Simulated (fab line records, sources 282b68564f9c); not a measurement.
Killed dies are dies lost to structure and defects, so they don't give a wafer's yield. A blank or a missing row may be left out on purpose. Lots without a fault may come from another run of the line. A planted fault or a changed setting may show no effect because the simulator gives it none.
fab line records | flow rit_cmos
record lots=14 wafers=42 last_day=7
route steps=202 shown M1@196
lots that met no fault: from a run of the same line without faults
start_h: hours from the record's first day to the start of the lot's first wafer shown | wait_h: hours since the lot's step before | " the same as in the row above | L1.1+2: a row that stands for several wafers | - no value, or no start given | * or withheld: withheld | < > ~ a bound
route shown NAME@n: a module of which the file shows steps, and the number in the route of the first | usual: mean/standard deviation of fault-free wafers | same: alike in all rows | chamber/n: place in a boat | sites: the reading at each site | _std_site: their standard deviation | _edge_site: outer sites' mean less inner sites' | radius_mm: how far each site lies from the wafer's centre | mask NAME#n: copy n | behind: the tool/chamber that last shaped the wafer | hold: why the lot was held/for how many hours/how that ended | device: the transistor (n, p or np) that didn't switch | end of line: the same wafers' tests at the end of the route | a step without rows: its recipe alone | killed: dies lost to structure and defects at the first sort, not the wafer's yield | map: a wafer's dies, x killed, . not, _ none there
set.NAME: the setting as run; set.NAME@STEP: as run at that earlier step | model.NAME: the simulator's own value behind a step, which no gauge read
steps of the route over a sample of lots; a table a step, a row a wafer
services: from which hour (start_h, from the record's first day; less than 0 if before it) a tool's chamber was out of use, for how many hours, and why
## steps
# step RIT_M1_METAL_ETCH_12
# recipe stop_on=SiO2 chemistry=Cl2/BCl3 target=Al time_s=165 over_etch_frac=0.5 pressure_mtorr=100 target_depth_a=6000 rf_w=250 Cl2_flow_sccm=60 bcl3_flow_sccm=50
# usual drypump_motor_current_A=5.5/0.49 oes_product_au=0.777/0.014 throttle_valve_pct=8.32/0.11
# columns lot.wafer tool chamber start_h wait_h drypump_motor_current_A oes_product_au rf_hours_counter_h throttle_valve_pct
L998.1 rie_metal-03 0 54.67 0.2 5.9 0.770 2 8.31
L998.2 " 1 " " 4.8 0.789 2 8.32
L998.5 " 1 " " 4.8 0.776 - 8.33
L101.1 rie_metal-03 0 70.27 0.2 6.0 0.775 2 8.32
L101.5 " 0 " " 6.0 0.782 - 8.32
L101.6 " 1 " " 4.8 0.799 - 8.34
L102.1 rie_metal-04 0 74.31 0.2 4.9 0.792 5 8.42
L102.3 " 1 " " 5.8 0.761 - 8.44
L102.4 " 0 " " 4.9 0.791 - 8.40
L103.2 rie_metal-02 1 79.27 0.2 5.5 0.772 32 8.13
L103.3 " 1 " " 5.5 0.777 - 8.12
L103.4 " 0 " " 5.9 0.784 - 8.17
L104.2 rie_metal-03 1 84.72 0.2 4.8 0.782 3 8.32
L104.4 " 1 " " 4.8 0.790 - 8.34
L104.5 " 0 " " 6.0 0.761 - 8.34
L105.1 rie_metal-04 0 89.52 0.2 4.9 0.791 5 8.41
L105.2 " 1 " " 5.8 0.764 4 8.46
L105.3 " 1 " " 5.8 0.758 - 8.46
L106.1 rie_metal-02 0 95.19 0.2 5.9 0.774 37 8.16
L106.2 " 1 " " 5.5 0.775 32 8.13
L106.3 " 1 " " 5.5 0.776 - 8.14
L108.1 rie_metal-04 1 104.75 0.2 5.8 0.760 4 8.44
L108.4 " 1 " " 5.8 0.757 - 8.47
L108.5 " 1 " " 5.8 0.755 - 8.47
L109.2 rie_metal-02 1 109.29 0.2 5.5 0.778 33 8.13
L109.3 " 1 " " 5.5 0.776 - 8.14
L109.4 " 0 " " 5.9 0.775 - 8.15
L113.3 rie_metal-03 1 128.95 0.2 4.8 0.721 - 8.34
L113.4 " 0 " " 6.0 0.706 - 8.32
L113.5 " 0 " " 6.0 0.703 - 8.34
L115.1 rie_metal-03 0 140.72 0.2 6.0 0.713 3 8.34
L115.4 " 1 " " 4.9 0.720 - 8.34
L115.5 " 1 " " 4.9 0.724 - 8.34
L118.1 rie_metal-04 1 155.10 0.2 5.8 0.746 5 8.47
L118.4 " 1 " " 5.8 0.746 - 8.47
L118.5 " 1 " " 5.8 0.749 - 8.46
L119.1 rie_metal-02 1 160.01 0.2 5.5 0.777 0 8.14
L119.3 " 1 " " 5.5 0.774 - 8.13
L119.6 " 0 " " 5.9 0.777 - 8.16
L121.2 rie_metal-04 1 170.79 0.2 5.8 0.767 5 8.45
L121.4 " 0 " " 4.9 0.800 - 8.41
L121.6 " 1 " " 5.8 0.754 - 8.47
# step RIT_M1_PROBE_99
# usual defect_limited_yield=97.1/1.1 killed_at_contacts=0.1/0.26 killed_at_front_end=7.5/2.8 killed_dies=7.6/2.8 killed_on_rim=2.0/1.6 killed_open=3.9/2.1 killed_short=3.7/1.7 sort_bin_3_pad_short=0.1/0.2 sort_bin_5_function=1.7/0.85 sort_bin_6_memory=1.1/0.71 sort_n_pass=256.4/2.8 sort_yield_pct=97.1/1.1
# same gross_dies=264 killed_at_M0_to_M3=0 killed_at_M4_up=0 killed_at_back_side=0 killed_at_other=0
# columns lot.wafer tool chamber start_h wait_h defect_limited_yield[%] killed_at_contacts killed_at_front_end killed_dies killed_on_rim killed_open killed_short sort_bin_3_pad_short[%] sort_bin_5_function[%] sort_bin_6_memory[%] sort_n_pass sort_yield_pct[%]
L998.1 prober-01 - 57.54 0.1 97.0 0 8 8 5 5 3 0 1.9 1.1 256.0 97.0
L998.2 prober-01 - 57.59 0.1 97.3 0 7 7 1 4 3 0 1.5 1.1 257.0 97.3
L998.5 prober-01 - 57.74 0.2 98.5 0 4 4 3 1 3 0.8 0.8 0 260.0 98.5
L101.1 prober-02 - 73.58 0.1 95.5 0 12 12 4 8 4 0 1.9 2.7 252.0 95.5
L101.5 prober-02 - 73.78 0.2 95.5 0 12 12 5 3 9 0.4 2.3 1.9 252.0 95.5
L101.6 prober-02 - 73.83 0.2 97.3 0 7 7 1 4 3 0 1.5 1.1 257.0 97.3
L102.1 prober-01 - 76.58 0.1 96.6 1 8 9 3 4 5 0.4 1.5 1.5 255.0 96.6
L102.3 prober-01 - 76.68 0.2 98.1 1 4 5 1 2 3 0 1.9 0 259.0 98.1
L102.4 prober-01 - 76.73 0.2 97.7 0 6 6 1 2 4 0 1.5 0.8 258.0 97.7
L103.2 prober-02 - 81.57 0.1 97.7 0 6 6 1 4 2 0 1.5 0.8 258.0 97.7
L103.3 prober-02 - 81.62 0.2 95.5 0 12 12 5 8 4 0 1.5 3.0 252.0 95.5
L103.4 prober-02 - 81.67 0.2 97.3 0 7 7 1 4 3 0.4 1.9 0.4 257.0 97.3
L104.2 prober-01 - 87.03 0.1 96.2 0 10 10 2 3 6 0.4 3.0 0.4 254.0 96.2
L104.4 prober-01 - 87.13 0.2 97.7 0 6 6 1 4 2 0 1.5 0.8 258.0 97.7
L104.5 prober-01 - 87.18 0.2 98.5 0 4 4 2 1 2 0 1.1 0.4 260.0 98.5
L105.1 prober-02 - 91.78 0.1 98.9 0 3 3 0 1 2 0 1.1 0 261.0 98.9
L105.2 prober-02 - 91.83 0.1 96.6 0 9 9 2 3 6 0.8 2.3 0.4 255.0 96.6
L105.3 prober-02 - 91.88 0.2 94.7 1 13 14 2 8 6 0 3.0 2.3 250.0 94.7
L106.1 prober-01 - 97.45 0.1 97.7 0 6 6 1 4 2 0 1.9 0.4 258.0 97.7
L106.2 prober-01 - 97.50 0.1 97.3 0 7 7 3 4 3 0 1.5 1.1 257.0 97.3
L106.3 prober-01 - 97.55 0.2 97.0 0 8 8 4 5 3 0 1.9 1.1 256.0 97.0
L108.1 prober-01 - 107.23 0.1 98.1 0 5 5 1 1 4 0 1.5 0.4 259.0 98.1
L108.4 prober-01 - 107.38 0.2 96.2 2 8 10 1 7 3 0 0.8 3.0 254.0 96.2
L108.5 prober-01 - 107.43 0.2 97.7 0 6 6 2 3 3 0 1.9 0.4 258.0 97.7
L109.2 prober-02 - 111.60 0.1 97.7 0 6 6 1 3 3 0 1.5 0.8 258.0 97.7
L109.3 prober-02 - 111.65 0.2 96.6 0 9 9 3 6 3 0 1.9 1.5 255.0 96.6
L109.4 prober-02 - 111.70 0.2 97.7 0 6 6 2 4 2 0 1.1 1.1 258.0 97.7
L113.3 prober-02 - 131.25 0.2 94.3 0 15 15 6 10 5 0.4 4.2 1.1 249.0 94.3
L113.4 prober-02 - 131.30 0.2 97.7 0 6 6 4 2 4 0 1.5 0.8 258.0 97.7
L113.5 prober-02 - 131.35 0.2 99.2 0 2 2 1 0 2 0 0.8 0 262.0 99.2
L115.1 prober-02 - 143.15 0.1 97.0 0 8 8 1 3 5 0.4 1.1 1.5 256.0 97.0
L115.4 prober-02 - 143.30 0.2 98.5 0 4 4 0 3 1 0 1.5 0 260.0 98.5
L115.5 prober-02 - 143.35 0.2 98.5 0 4 4 1 1 3 0 1.1 0.4 260.0 98.5
L118.1 prober-01 - 158.42 0.1 95.5 0 12 12 3 7 5 0 3.4 1.1 252.0 95.5
L118.4 prober-01 - 158.57 0.2 98.5 0 4 4 2 3 1 0.4 0 1.1 260.0 98.5
L118.5 prober-01 - 158.62 0.2 96.6 0 9 9 3 6 3 0 1.5 1.9 255.0 96.6
L119.1 prober-02 - 162.73 0.1 97.0 0 8 8 3 4 3 0 2.3 0.8 256.0 97.0
L119.3 prober-02 - 162.83 0.2 97.0 0 8 8 1 3 5 0.4 1.5 1.1 256.0 97.0
L119.6 prober-02 - 162.98 0.2 98.5 0 4 4 1 2 2 0 0.4 1.1 260.0 98.5
L121.2 prober-02 - 173.58 0.1 97.0 0 8 8 2 3 5 0.4 1.5 1.1 256.0 97.0
L121.4 prober-02 - 173.68 0.2 95.8 0 11 11 4 6 5 0.4 2.7 1.1 253.0 95.8
L121.6 prober-02 - 173.78 0.2 97.0 0 8 8 1 4 4 0 0.8 2.3 256.0 97.0
# killed by level:class
L998.1 GATE:geometric_particle:open=3 SPACER:geometric_particle:short=2 FOX1:geometric_particle:open=1 FOX2:geometric_particle:open=1 GATE:geometric_particle:short=1
L998.2 REOX:geometric_particle:short=3 GATE:geometric_particle:open=2 REOX:geometric_particle:open=1 SPACER:geometric_particle:open=1
L998.5 FOX1:geometric_particle:short=1 GATE:geometric_particle:short=1 GATE:geometric_particle:open=1 SPACER:geometric_particle:short=1
L101.1 GATE:geometric_particle:open=6 SILICIDE:geometric_particle:short=2 FOX1:geometric_particle:open=1 FOX1:geometric_particle:short=1 FOX2:geometric_particle:open=1 REOX:geometric_particle:short=1
L101.5 FOX1:geometric_particle:short=3 REOX:geometric_particle:short=3 GATE:geometric_particle:short=2 SILICIDE:geometric_particle:open=2 FOX1:geometric_particle:open=1 FOX2:geometric_particle:short=1
L101.6 REOX:geometric_particle:open=2 REOX:geometric_particle:short=2 GATE:geometric_particle:short=1 GATE:geometric_particle:open=1 SPACER:geometric_particle:open=1
L102.1 GATE:geometric_particle:short=3 SPACER:geometric_particle:open=2 SILICIDE:geometric_particle:short=2 FOX2:geometric_particle:open=1 CONTACT:geometric_particle:open=1
L102.3 GATE:geometric_particle:short=3 FOX1:geometric_particle:open=1 CONTACT:geometric_particle:open=1
L102.4 SPACER:geometric_particle:short=3 GATE:geometric_particle:open=1 SILICIDE:geometric_particle:short=1 SILICIDE:geometric_particle:open=1
L103.2 FOX1:geometric_particle:open=3 GATE:geometric_particle:short=1 GATE:geometric_particle:open=1 SILICIDE:geometric_particle:short=1
L103.3 GATE:geometric_particle:open=5 GATE:geometric_particle:short=4 FOX1:geometric_particle:open=1 REOX:geometric_particle:open=1 SPACER:geometric_particle:open=1
L103.4 REOX:geometric_particle:open=3 FOX1:geometric_particle:short=1 FOX1:geometric_particle:open=1 SPACER:geometric_particle:short=1 SILICIDE:geometric_particle:short=1
L104.2 GATE:geometric_particle:short=4 GATE:geometric_particle:open=2 FOX1:geometric_particle:open=1 REOX:geometric_particle:short=1 SPACER:geometric_particle:short=1 NRETRO:coat_microbubble_printed=1
L104.4 GATE:geometric_particle:open=2 FOX1:geometric_particle:open=1 SPACER:geometric_particle:short=1 SPACER:geometric_particle:open=1 SILICIDE:geometric_particle:short=1
L104.5 FOX1:geometric_particle:short=1 SPACER:geometric_particle:short=1 SILICIDE:geometric_particle:open=1 NRETRO:coat_microbubble_printed=1
L105.1 GATE:geometric_particle:short=2 GATE:geometric_particle:open=1
L105.2 FOX2:geometric_particle:short=3 GATE:geometric_particle:open=2 GATE:geometric_particle:short=1 REOX:geometric_particle:open=1 REOX:geometric_particle:short=1 SILICIDE:geometric_particle:short=1
L105.3 GATE:geometric_particle:open=4 REOX:geometric_particle:open=2 REOX:geometric_particle:short=2 SILICIDE:geometric_particle:short=2 SILICIDE:geometric_particle:open=2 GATE:geometric_particle:short=1 CONTACT:geometric_particle:short=1
L106.1 FOX2:geometric_particle:open=2 FOX1:geometric_particle:open=1 REOX:geometric_particle:short=1 SPACER:geometric_particle:short=1 SILICIDE:geometric_particle:open=1
L106.2 SPACER:geometric_particle:open=2 FOX1:geometric_particle:open=1 GATE:geometric_particle:short=1 GATE:geometric_particle:open=1 REOX:geometric_particle:short=1 SPACER:geometric_particle:short=1
L106.3 SPACER:geometric_particle:open=3 GATE:geometric_particle:short=1 REOX:geometric_particle:short=1 REOX:geometric_particle:open=1 SPACER:geometric_particle:short=1 SILICIDE:geometric_particle:open=1
L108.1 GATE:geometric_particle:short=2 FOX1:geometric_particle:short=1 GATE:geometric_particle:open=1 REOX:geometric_particle:short=1
L108.4 GATE:geometric_particle:open=3 CONTACT:geometric_particle:open=2 FOX1:geometric_particle:open=1 GATE:geometric_particle:short=1 REOX:geometric_particle:short=1 SPACER:geometric_particle:open=1 SPACER:geometric_particle:short=1
L108.5 GATE:geometric_particle:open=3 FOX1:geometric_particle:short=1 FOX2:geometric_particle:short=1 GATE:geometric_particle:short=1
L109.2 GATE:geometric_particle:open=2 FOX1:geometric_particle:open=1 FOX1:geometric_particle:short=1 GATE:geometric_particle:short=1 REOX:geometric_particle:short=1
L109.3 GATE:geometric_particle:open=3 REOX:geometric_particle:short=2 GATE:geometric_particle:short=1 REOX:geometric_particle:open=1 SPACER:geometric_particle:open=1 SILICIDE:geometric_particle:open=1
L109.4 GATE:geometric_particle:short=2 SPACER:geometric_particle:open=2 FOX1:geometric_particle:open=1 GATE:geometric_particle:open=1
L113.3 SPACER:geometric_particle:open=4 FOX1:geometric_particle:open=2 FOX1:geometric_particle:short=2 GATE:geometric_particle:short=2 REOX:geometric_particle:open=2 GATE:geometric_particle:open=1 SPACER:geometric_particle:short=1 SILICIDE:geometric_particle:open=1
L113.4 FOX1:geometric_particle:short=1 FOX2:geometric_particle:short=1 REOX:geometric_particle:open=1 SPACER:geometric_particle:open=1 SPACER:geometric_particle:short=1 SILICIDE:geometric_particle:short=1
L113.5 FOX1:geometric_particle:short=1 GATE:geometric_particle:short=1
L115.1 SPACER:geometric_particle:short=2 FOX1:geometric_particle:short=1 FOX1:geometric_particle:open=1 FOX2:geometric_particle:short=1 FOX2:geometric_particle:open=1 GATE:geometric_particle:short=1 SILICIDE:geometric_particle:open=1
L115.4 SPACER:geometric_particle:open=2 GATE:geometric_particle:open=1 GATE:geometric_particle:short=1
L115.5 FOX1:geometric_particle:open=1 FOX1:geometric_particle:short=1 GATE:geometric_particle:short=1 SILICIDE:geometric_particle:short=1
L118.1 GATE:geometric_particle:open=3 GATE:geometric_particle:short=2 SPACER:geometric_particle:open=2 FOX1:geometric_particle:short=1 FOX1:geometric_particle:open=1 FOX2:geometric_particle:open=1 REOX:geometric_particle:short=1 SPACER:geometric_particle:short=1
L118.4 GATE:geometric_particle:open=2 GATE:geometric_particle:short=1 SPACER:geometric_particle:open=1
L118.5 SPACER:geometric_particle:open=3 GATE:geometric_particle:open=2 FOX2:geometric_particle:open=1 GATE:geometric_particle:short=1 REOX:geometric_particle:short=1 SPACER:geometric_particle:short=1
L119.1 GATE:geometric_particle:open=3 GATE:geometric_particle:short=2 FOX2:geometric_particle:open=1 REOX:geometric_particle:short=1 NLDD:coat_microbubble_printed=1
L119.3 GATE:geometric_particle:short=3 SILICIDE:geometric_particle:short=2 FOX2:geometric_particle:open=1 GATE:geometric_particle:open=1 SILICIDE:geometric_particle:open=1
L119.6 FOX2:geometric_particle:short=1 GATE:geometric_particle:short=1 REOX:geometric_particle:open=1 SILICIDE:geometric_particle:open=1
L121.2 GATE:geometric_particle:short=3 FOX1:geometric_particle:short=2 FOX2:geometric_particle:open=1 REOX:geometric_particle:open=1 SPACER:geometric_particle:open=1
L121.4 SILICIDE:geometric_particle:open=3 FOX1:geometric_particle:open=2 GATE:geometric_particle:short=2 SILICIDE:geometric_particle:short=2 REOX:geometric_particle:open=1 SPACER:geometric_particle:short=1
L121.6 SILICIDE:geometric_particle:open=2 FOX1:geometric_particle:open=1 FOX1:geometric_particle:short=1 FOX2:geometric_particle:short=1 GATE:geometric_particle:short=1 GATE:geometric_particle:open=1 SILICIDE:geometric_particle:short=1
## services
# columns tool chamber start_h hours kind
rie_metal-02 - 41.78 2.8 pm
rie_metal-03 - 49.80 1.3 repair
rie_metal-04 1 91.86 7.7 repair
rie_metal-02 - 136.12 20.0 pm
rie_metal-02 0 136.12 20.0 vent_cycle
rie_metal-02 1 136.12 20.0 vent_cycle
rie_metal-02 0 156.12 - clean
rie_metal-02 1 156.12 - clean
## key
first_sign step=RIT_M1_METAL_ETCH_12 reading=oes_product_au direction=down sigmas=4.6 usual=0.777 struck=0.715
effect none on later readings
met_at RIT_M1_METAL_ETCH_12
struck_lots L113,L115
onset_between 84.72 128.95
fault kind=process_parameter_drift tool=rie_metal-03 chamber=- onset_h=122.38 steps=RIT_M1_METAL_ETCH_12 channel=target_depth_a offset=1053.8 shape=step end_h=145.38 stated=6000
